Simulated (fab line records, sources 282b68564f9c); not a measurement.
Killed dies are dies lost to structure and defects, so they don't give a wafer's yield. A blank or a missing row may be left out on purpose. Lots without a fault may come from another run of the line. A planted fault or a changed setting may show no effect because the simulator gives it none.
Which tool did it? | flow rit_cmos | 7 lots, 21 wafers sampled, at 1 step of a route of 202

WHAT THE GAUGES READ, wafer by wafer
RIT_ACTIVE_THK_MEAS_02.
lot  | measured    | on            | ACTIVE_OXIDE_THK (nm)
L807 | day 1 17:23 | film_metro-04 | 48.4 47.9 47.9
L809 | day 2 03:38 | film_metro-02 | 46.9 46.7 47.4
L811 | day 2 13:20 | film_metro-04 | 47.2 47.8 47.1
L822 | day 4 20:04 | film_metro-04 | 46.7 47.6 46.9
L824 | day 5 06:23 | film_metro-04 | 46.9 46.7 45.9
L826 | day 5 16:03 | film_metro-03 | 48.1 47.2 47.1
L828 | day 6 02:57 | film_metro-02 | 47.1 45.8 45.6

WHICH TOOL RAN EACH LOT (tool, then ch and the chambers of the sampled wafers, then the start)
The record holds no process step before these readings.

THE ANSWER, worked out from the rows above alone
Rule: what is usual is taken from the lots themselves. Put in order of their means at a reading, lots are off if they are a third of the lots or fewer, leave a main group of 4 or more, and stand apart from it by a gap of 3 or more times the standard deviation of the main group's means; of several such gaps the widest counts. A main group whose means are all the same, to the digits that the tables above print for the reading, isn't used. A lot without any number at a reading at which 4 lots or more have one is off too. The other lots that the step has rows for count as sound.
No lot is off at any reading shown: from this, nothing can be told.

WHAT THE SIMULATOR HAD PUT IN
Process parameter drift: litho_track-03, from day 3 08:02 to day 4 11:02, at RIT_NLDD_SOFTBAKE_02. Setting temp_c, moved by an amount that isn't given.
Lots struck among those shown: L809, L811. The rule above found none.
